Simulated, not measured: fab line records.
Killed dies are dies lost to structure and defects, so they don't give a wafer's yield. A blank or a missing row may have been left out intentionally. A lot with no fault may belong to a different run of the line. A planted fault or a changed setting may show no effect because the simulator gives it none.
What tool caused it? | flow rit cmos | Sampling: 6 lots, 18 wafers, 2 of 202 route steps

## WHAT THE GAUGES SHOWED, per wafer
RIT_M1_CD_MEAS_09: the cd target is 2600 nm.
lot  | measured    | on        | cd nm (nm)
L302 | day 3 18:37 | cd sem-01 | 2602.2 2601.7 2601.7
L305 | day 4 08:32 | cd sem-01 | 2599.5 2600.8 2599.8
L307 | day 4 19:44 | cd sem-01 | 2250.4 2247.5 2248.3 2250.4 2247.8 2248.6
L316 | day 6 15:31 | cd sem-02 | 2604.2 2603.5 2601.1
L319 | day 7 06:13 | cd sem-01 | 2605.6 2607.1 2606.0
L321 | day 7 12:00 | cd sem-02 | 2599.0 2597.4 2599.0

## TOOL THAT RAN EACH LOT (tool first, then ch and the chambers of the sampled wafers, then the start)
lot  | RIT_M1_EXPOSE_06
L302 | iline stepper-01 ch 0, day 3 18:11
L305 | iline stepper-02 ch 0, day 4 08:07
L307 | iline stepper-02 ch 0, day 4 19:18
L316 | iline stepper-01 ch 0, day 6 15:05
L319 | iline stepper-01 ch 0, day 7 05:47
L321 | iline stepper-02 ch 0, day 7 11:34
- RIT_M1_EXPOSE_06: exposes mask M12, target cd 2600 nm.

## THE ANSWER, worked out from the rows above alone
Rule: what is usual is taken from the lots themselves. Put in order of their means at a reading, lots are off if they are a third of the lots or fewer, leave a main group of 4 or more, and stand apart from it by a gap of 3 or more times the standard deviation of the main group's means; of several such gaps the widest counts. If all means in a main group match to the digits the tables above print for the reading, that group is not used. A lot without any number at a reading at which 4 lots or more have one is off too. All remaining lots with rows at the step are treated as sound.
Off at RIT_M1_CD_MEAS_09 (cd nm): L307. Mean 2601.9 nm and standard deviation 2.7 in the main group.
A tool fits if, at a process step before that reading, it ran every lot that is off, and no sound lot after the first of them. Those tools and the gauges at RIT_M1_CD_MEAS_09 are tried in the same way. None of those tried fits.

## WHAT THE SIMULATOR HAD PUT IN
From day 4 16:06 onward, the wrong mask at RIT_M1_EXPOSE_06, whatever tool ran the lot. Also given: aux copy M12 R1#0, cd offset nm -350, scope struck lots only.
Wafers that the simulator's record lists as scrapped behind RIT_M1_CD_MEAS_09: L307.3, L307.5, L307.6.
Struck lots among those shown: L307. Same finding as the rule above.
